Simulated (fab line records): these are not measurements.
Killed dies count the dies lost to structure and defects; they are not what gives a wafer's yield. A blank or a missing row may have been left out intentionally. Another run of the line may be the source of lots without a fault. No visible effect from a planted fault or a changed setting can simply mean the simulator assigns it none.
Which of the tools did it? + flow ritCmos + Sampling: 13 lots, 39 wafers, 4 of 202 route steps

## WHAT THE GAUGES SHOWED, per wafer
RIT_FOX2_THK_MEAS_90.
| lot  | measured    | on           | FIELD_OXIDE_LEFT_1_THK (nm) |
|------|-------------|--------------|-----------------------------|
| L783 | day 1 23:28 | filmMetro-03 | 321 328 325                 |
| L784 | day 2 03:30 | filmMetro-02 | 330 327 330                 |
| L785 | day 2 07:22 | filmMetro-02 | 325 318 325                 |
| L787 | day 2 22:57 | filmMetro-03 | 325 324 324                 |
| L789 | day 3 03:17 | filmMetro-03 | 321 329 326                 |
| L790 | day 3 08:39 | filmMetro-04 | 313 316 312                 |
| L791 | day 3 17:07 | filmMetro-02 | 317 314 321                 |
| L793 | day 3 23:07 | filmMetro-02 | 324 330 324                 |
| L794 | day 4 04:16 | filmMetro-02 | 329 328 331                 |
| L798 | day 5 00:32 | filmMetro-04 | 331 335 333                 |
| L800 | day 5 09:54 | filmMetro-04 | 325 328 326                 |
| L802 | day 5 20:47 | filmMetro-03 | 324 322 332                 |
| L805 | day 6 13:25 | filmMetro-03 | 334 332 340                 |

RIT_NLDD_OVL_MEAS_06.
| lot  | measured    | on         | NLDD_OVL (nm)  |
|------|-------------|------------|----------------|
| L783 | day 3 04:04 | overlay-01 | -1.0 -1.6 -3.0 |
| L784 | day 3 05:58 | overlay-02 | -0.9 -1.8 -0.6 |
| L785 | day 3 06:17 | overlay-02 | -1.5 -0.3 0.2  |
| L787 | day 4 01:26 | overlay-02 | -0.5 -0.9 0.2  |
| L789 | day 4 04:15 | overlay-02 | 0.4 1.2 -0.7   |
| L790 | day 4 06:24 | overlay-02 | -3.3 -0.3 -1.3 |
| L791 | day 4 17:20 | overlay-02 | -2.2 -0.2 -0.4 |
| L793 | day 4 22:24 | overlay-01 | -1.2 -0.8 -0.1 |
| L794 | day 5 05:12 | overlay-01 | -0.3 1.9 1.7   |
| L798 | day 6 03:06 | overlay-01 | 0.7 2.5 0.8    |
| L800 | day 6 09:26 | overlay-02 | -0.1 0.6 -0.3  |
| L802 | day 7 00:21 | overlay-01 | -2.1 -1.5 -1.2 |
| L805 | day 8 01:46 | overlay-01 | -0.3 -1.5 -1.6 |

RIT_SPACER_THK_MEAS_04.
| lot  | measured    | on           | SPACER_NITRIDE_THK (nm) |
|------|-------------|--------------|-------------------------|
| L783 | day 3 08:41 | filmMetro-02 | 251.4 252.1 252.4       |
| L784 | day 3 10:23 | filmMetro-01 | 250.3 252.1 250.3       |
| L785 | day 3 10:43 | filmMetro-02 | 254.5 251.9 253.1       |
| L787 | day 4 05:45 | filmMetro-04 | 254.2 255.1 256.1       |
| L789 | day 4 08:40 | filmMetro-01 | 247.6 249.4 248.5       |
| L790 | day 4 10:41 | filmMetro-01 | 251.4 252.8 251.4       |
| L791 | day 4 21:46 | filmMetro-01 | 249.4 251.5 251.7       |
| L793 | day 5 02:43 | filmMetro-01 | 249.3 250.7 250.5       |
| L794 | day 5 09:33 | filmMetro-02 | 248.3 245.7 246.9       |
| L798 | day 6 07:50 | filmMetro-04 | 249.6 247.2 247.0       |
| L800 | day 6 13:45 | filmMetro-02 | 251.0 249.0 248.4       |
| L802 | day 7 04:49 | filmMetro-02 | 252.3 251.5 251.9       |
| L805 | day 8 06:23 | filmMetro-01 | 246.4 249.6 247.9       |

## TOOL THAT RAN EACH LOT (tool first, then ch and the chambers of the sampled wafers, then the start)
| lot  | RIT_REOX_CLEAN_01             |
|------|-------------------------------|
| L783 | wetBench-04 ch 2, day 2 23:35 |
| L784 | wetBench-02 ch 2, day 3 01:05 |
| L785 | wetBench-02 ch 3, day 3 01:40 |
| L787 | wetBench-02 ch 1, day 3 21:04 |
| L789 | wetBench-04 ch 1, day 4 00:07 |
| L790 | wetBench-04 ch 0, day 4 02:04 |
| L791 | wetBench-04 ch 2, day 4 13:34 |
| L793 | wetBench-02 ch 1, day 4 18:41 |
| L794 | wetBench-02 ch 0, day 5 01:09 |
| L798 | wetBench-02 ch 0, day 5 23:01 |
| L800 | wetBench-04 ch 2, day 6 03:51 |
| L802 | wetBench-04 ch 0, day 6 18:13 |
| L805 | wetBench-01 ch 1, day 7 17:13 |
- RIT_REOX_CLEAN_01: cleans in dHF, time 30 s.

## AS READ BY THE TOOLS THEMSELVES (means over the sampled wafers that have a number; for cases with no such wafer, the mark the record gives instead)
The record holds no such reading with a usual standard deviation.

## THE ANSWER, worked out from the rows above alone
Rule: usual is defined by the lots themselves. Put in order of their means at a reading, lots are off if they are a third of the lots or fewer, leave a main group of 4 or more, and stand apart from it by a gap of 3 or more times the standard deviation of the main group's means; of several such gaps the widest counts. Not used: any main group whose means are identical at the precision the tables above print for the reading. Also off: a lot with no number at a reading for which 4 or more lots have one. The other lots that the step has rows for count as sound. First the gauges in route order, then the tools' own readings, where a lot's mean is used as printed above. The first step at which some lot is off is used, and at that step the reading that is off furthest; a lot without a number counts as furthest.
No lot is off at any reading shown: from this, nothing can be told.

## WHAT WAS PUT IN BY THE SIMULATOR
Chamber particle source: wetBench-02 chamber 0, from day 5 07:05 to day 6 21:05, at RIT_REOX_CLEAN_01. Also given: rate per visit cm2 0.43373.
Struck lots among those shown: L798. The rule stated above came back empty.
